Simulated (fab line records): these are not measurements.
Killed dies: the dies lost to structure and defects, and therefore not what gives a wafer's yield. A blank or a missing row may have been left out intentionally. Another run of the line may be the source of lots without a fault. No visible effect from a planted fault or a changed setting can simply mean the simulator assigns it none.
A lot that was struck, set against a sound lot | flow berkeleyCmos170 | 25 steps out of a route of 331
Sound: wafers L114.3, L114.5, L114.6. Struck: wafer L123.5 (L123.2, L123.6, from the same lot, were not struck and are left out); the cause is given at the end.
Each step with rows lists, per side, the tool, then ch with its chambers, then its first start. Under that, the readings that differ: sound wafers | struck wafers | difference of the means | sigmas: that difference in standard deviations of wafers without a fault.
alike: readings whose means differ by less than 2 such deviations, and words and numbers that are the same on both sides. not compared: withheld readings, readings that some wafer has no value for, bounds like >300 that may hide the same value, and numbers for which the record gives no deviation and whose values overlap.
Wherever a step has rows on one side only, a row that says differs or no value, or a row with sigmas, the two part there. When numbers do not overlap yet have no deviation, they are printed without sigmas and do not part them. Lack of a reading on every wafer of one side parts them only where that side has two or more wafers.

first, 3 steps without rows for these wafers: UCB170_M1_EXPOSE_06 (exposes mask METAL1, target cd 700 nm); UCB170_M1_PEB_07; UCB170_M1_DEVELOP_08 (develop time 45 s).
UCB170_M1_CD_MEAS_09: target cd 700 nm.
  sound on cdSem-02, day 7 07:31; struck on cdSem-01, day 9 04:16
reading   | sound             | struck | difference | sigmas
cdNm (nm) | 700.5 701.6 701.6 | 697.7  | -3.5       | -3
UCB170_M1_OVL_MEAS_10:
  sound on overlay-02, day 7 07:36; struck on overlay-01, day 9 04:22
  alike: M1_OVL
UCB170_M1_ETCH_11: etches BARC in N2/H2.
  sound on rieDiel-04 ch 1,2,3, day 7 07:38; struck on rieDiel-01 ch 2, day 9 04:24
  alike: drypumpMotorCurrentA, oesProductAu, throttleValvePct
UCB170_M1_METAL_ETCH_12: etches Al in Cl2/BCl3, stops on PSG, target depth 780 nm, time 130 s.
  sound on rieMetal-01 ch 0,1, day 7 07:43; struck on rieMetal-03 ch 1, day 9 04:27
  alike: drypumpMotorCurrentA, oesProductAu, throttleValvePct
  not compared: rfHoursCounterH
UCB170_M1_STRIP_13: strips in O2.
  sound on plasmaAsher-01 ch 0,1, day 7 07:50; struck on plasmaAsher-02 ch 0, day 9 04:35
  alike: drypumpMotorCurrentA, oesProductAu
  not compared: rfHoursCounterH
UCB170_M1_CD_MEAS_90: target cd 700 nm.
  sound on cdSem-02, day 7 07:56; struck on cdSem-01, day 9 04:42
  alike: cdNm
then, 1 step without rows for these wafers: UCB170_M1_ANNEAL_14 (time 1200 s).
UCB170_V1_CVD_00: deposits SiO2 from TEOS/O2, target thk 2000 nm, time 250 s.
  sound on pecvd-03 ch 0,2, day 7 13:58; struck on pecvd-04 ch 1, day 9 06:55
  alike: heaterPowerW, susceptorTempC
UCB170_V1_THK_MEAS_01:
  sound on filmMetro-03, day 7 14:09; struck on filmMetro-02, day 9 07:05
  alike: V1_TEOS_THK
UCB170_V1_CMP_02: polishes SiO2.
  sound on cmp-01 ch 1,2,3, day 7 14:17; struck on cmp-02 ch 0, day 9 07:11
reading                            | sound           | struck | difference | sigmas
model.SiO2_of_V1_CVD_00.thkNm (nm) | 1000 998.7 1000 | 1339   | +339       | 
  alike: motorCurrentA
UCB170_V1_BOW_MEAS_03:
  sound on filmMetro-02, day 7 14:32; struck on filmMetro-02, day 9 07:45
  not compared: hold, V1_BOW
UCB170_V1_THK_MEAS_04:
  sound on filmMetro-02, day 7 14:38; struck on filmMetro-02, day 9 10:34
reading              | sound             | struck | difference | sigmas
V1_POLISHED_THK (nm) | 999.7 999.1 999.6 | 1339.2 | +339.7     | +99 or more
  not compared: hold
then, 6 steps without rows for these wafers: UCB170_V1_HMDS_06 (prime time 60 s); UCB170_V1_COAT_07 (resist thk 900 nm); UCB170_V1_SOFTBAKE_08 (time 60 s); UCB170_V1_EXPOSE_09 (exposes mask VIA1, target cd 700 nm); UCB170_V1_PEB_10; UCB170_V1_DEVELOP_11 (develop time 45 s).
UCB170_V1_CD_MEAS_12: target cd 700 nm.
  sound on cdSem-01, day 7 16:25; struck on cdSem-01, day 9 13:58
  alike: cdNm
UCB170_V1_OVL_MEAS_13:
  sound on overlay-02, day 7 16:30; struck on overlay-02, day 9 14:05
  alike: V1_OVL
UCB170_V1_ETCH_14: etches SiO2 in CHF3/CF4/Ar, stops on Al, target depth 1250 nm, time 291 s.
  sound on rieDiel-04 ch 1,2,3, day 7 16:31; struck on rieDiel-03 ch 1, day 9 14:07
reading                      | sound             | struck | difference | sigmas
oesProductAu (a.u.)          | 0.891 0.864 0.891 | 1.029  | +0.147     | +10
model.etch.depthNm (nm)      | 1000 998.7 1000   | 1285   | +285       | 
model.V1.featureDepthNm (nm) | 1000 999 1000     | 1285   | +285       | 
  alike: drypumpMotorCurrentA, throttleValvePct
  not compared: rfHoursCounterH
UCB170_V1_STRIP_15: strips in O2.
  sound on plasmaAsher-01 ch 0,1, day 7 16:44; struck on plasmaAsher-02 ch 0, day 9 14:17
  alike: drypumpMotorCurrentA, oesProductAu, stripTimeToEndpointS
  not compared: rfHoursCounterH

WHERE THEY PART
First at UCB170_M1_CD_MEAS_09; last, within this record, at UCB170_V1_ETCH_14. Later steps at which nothing parts them and some readings are alike: UCB170_V1_STRIP_15.

WHY: what had been put in by the simulator
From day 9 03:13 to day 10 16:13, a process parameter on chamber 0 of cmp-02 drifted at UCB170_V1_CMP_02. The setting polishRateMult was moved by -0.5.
